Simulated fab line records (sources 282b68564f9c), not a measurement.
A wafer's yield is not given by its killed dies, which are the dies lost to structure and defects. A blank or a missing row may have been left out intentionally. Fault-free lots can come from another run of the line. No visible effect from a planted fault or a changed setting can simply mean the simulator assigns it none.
Struck lot and sound lot, side by side -- flow rit_cmos -- 17 out of 202 route steps
Sound: these wafers, L217.3, L217.4, L217.6. The struck wafers were L212.2, L212.4, L212.6. The cause is given at the end.
For every step that has rows: the tool of each side, followed by ch and its chambers, followed by its first start. Under that, the readings that differ: sound wafers -- struck wafers -- difference of the means -- sigmas: that difference in standard deviations of wafers without a fault.
alike: words and numbers the same on both sides, and readings whose means are apart by under 2 such deviations; not compared: readings that were withheld, readings missing a value for some wafer, numbers with overlapping values and no deviation given by the record, and bounds like >300 which may hide the same value.
The two part at a step that has a row with sigmas, a row that says differs or no value, or rows on one side only. Non-overlapping numbers with no deviation appear without sigmas and do not part them. A reading that every wafer of one side lacks parts them only if that side has two wafers or more.

first, 1 step without rows for these wafers: RIT_PSD_IMPLANT_08.
RIT_PSD_STRIP_09: strips in O2, time 180 s.
  sound on plasma_asher-04 ch 0,1, day 7 10:17; struck on plasma_asher-03 ch 0,1, day 6 08:02
  alike: drypump_motor_current_A, rf_refl_power_W
  not compared: rf_hours_counter_h
RIT_PSD_TW_MEAS_10:
  struck on film_metro-01, day 6 08:13; sound on film_metro-01, day 7 10:26
  alike: PSD_TW
then, 3 steps without rows for these wafers: RIT_SDANNEAL_CLEAN_00 (cleans in SC1, time 600 s); RIT_SDANNEAL_CLEAN_01 (cleans in dHF, time 30 s); RIT_SDANNEAL_CLEAN_02 (cleans in SC2, time 600 s).
RIT_SDANNEAL_RTA_03: time 5 s.
  sound on rtp_anneal-01 ch 0, day 7 10:52; struck on rtp_anneal-02 ch 0, day 6 08:38
  alike: ramp_down_c_per_s, wafer_temp_C_max
RIT_SDANNEAL_RS_MEAS_04: measurement is done with a four-point probe.
  struck on film_metro-04, day 6 08:43; sound on film_metro-04, day 7 10:56
  alike: PSD_RS
RIT_SDANNEAL_RS_MEAS_05: measurement is done with a four-point probe.
  struck on film_metro-04, day 6 08:50; sound on film_metro-04, day 7 11:04
  alike: NSD_RS
RIT_SDANNEAL_RS_MEAS_06: measurement is done with a four-point probe.
  struck on film_metro-04, day 6 08:57; sound on film_metro-04, day 7 11:11
  alike: PLDD_RS
RIT_SDANNEAL_RS_MEAS_07: measurement is done with a four-point probe.
  struck on film_metro-04, day 6 09:04; sound on film_metro-04, day 7 11:18
  alike: NLDD_RS
then, 1 step without rows for these wafers: RIT_SILICIDE_WET_ETCH_00 (etches SiO2 in BOE, target depth 14 nm, time 15 s).
RIT_SILICIDE_SPUTTER_01: material Ti, target thk 30 nm, time 240 s.
  struck on pvd_sputter-04, day 6 09:11; sound on pvd_sputter-01, day 7 11:23
  alike: throttle_valve_pct
RIT_SILICIDE_RS_MEAS_02: measurement is done with a four-point probe.
  struck on film_metro-01, day 6 09:22; sound on film_metro-01, day 7 11:35
reading,sound,struck,difference,sigmas
SILICIDE_TI_RS (ohm/sq),47.5 47.8 47.5,66.3 66.8 64.8,+18.4,+36
RIT_SILICIDE_THK_MEAS_03: measures by xrf.
  struck on film_metro-01, day 6 09:29; sound on film_metro-01, day 7 11:41
reading,sound,struck,difference,sigmas
SILICIDE_TI_THK (nm),30.38 30.03 30.22,24.87 24.81 25.19,-5.25,-19
RIT_SILICIDE_RTA_04: time 10 s, ramp up 5 s, ramp down 5 s.
  sound on rtp_anneal-02 ch 0, day 7 11:44; struck on rtp_anneal-01 ch 0, day 6 09:32
  alike: wafer_temp_C_max
RIT_M1_PROBE_99:
  struck on prober-01, day 6 16:07; sound on prober-02, day 7 18:15
  alike: killed_at_contacts, killed_at_front_end, killed_dies, killed_open, killed_short

## WHERE THEY PART
Last at RIT_SILICIDE_THK_MEAS_03 as far as this record goes, first at RIT_SILICIDE_RS_MEAS_02. Later steps at which nothing parts them and some readings are alike: RIT_SILICIDE_RTA_04, RIT_M1_PROBE_99.

WHY: what the simulator had put in
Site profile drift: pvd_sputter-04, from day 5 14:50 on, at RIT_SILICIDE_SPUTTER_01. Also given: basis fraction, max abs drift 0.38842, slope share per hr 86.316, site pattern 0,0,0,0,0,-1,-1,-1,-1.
